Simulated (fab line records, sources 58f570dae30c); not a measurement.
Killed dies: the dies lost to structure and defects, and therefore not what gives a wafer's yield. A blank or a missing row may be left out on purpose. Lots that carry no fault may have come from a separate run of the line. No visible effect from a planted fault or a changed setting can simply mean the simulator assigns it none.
Matching of chambers	flow berkeley-cmos170	rie-diel-02 running UCB170_NWELL_ETCH_13: 4 sister chambers
The step etches Si3N4 in CH3F/Ar/O2, stops on SiO2, target depth 246.4 nm, time 154 s. 8 wafers are shown with their chamber, then 10 later ones without.

== WAFERS WITH THEIR CHAMBER ==
wafer	chamber	drypump-motor-current-A (A)	throttle-valve-pct (%)
L080.6	2	5.4	8.01
L083.2	1	5.6	8.08
L083.3	2	5.4	7.99
L087.2	1	5.6	8.08
L087.3	0	5.5	8.14
L087.5	3	5.9	7.91
L088.3	3	6.0	7.94
L088.4	0	5.5	8.15

== WAFERS WITH NO CHAMBER GIVEN ==
wafer	drypump-motor-current-A (A)	throttle-valve-pct (%)
L088.5	5.5	8.14
L091.2	5.6	8.13
L091.3	6.0	7.91
L091.5	5.6	8.07
L095.1	5.4	8.01
L095.3	6.0	7.92
L095.4	5.5	8.13
L097.2	5.5	8.14
L097.3	5.4	8.01
L097.6	5.4	8.00

== WHICH CHAMBER EACH ONE RAN IN ==
wafer	from the rows above	in truth
L088.5	0	0
L091.2	can't be placed: 0 or 1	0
L091.3	3	3
L091.5	1	1
L095.1	2	2
L095.3	3	3
L095.4	0	0
L097.2	0	0
L097.3	2	2
L097.6	2	2
Correct placement for 9 of the 10. Unplaceable from these rows: 1, with the true chamber sitting among the candidates in 1. 0 placed wrongly.
How it was worked out, from the rows above alone: a wafer's distance from a chamber is the root of the sum, over the readings, of the square of ((its reading less the chamber's mean) divided by the reading's scatter). The wafer belongs to the nearest chamber; if the next one is less than 2 further off, it can't be placed. The mean given for a chamber averages the wafers shown for that chamber. How the scatter is found: for the shown wafers, subtract from each reading the mean of its chamber, square and add these, divide the total by (wafers less chambers), then take the root.
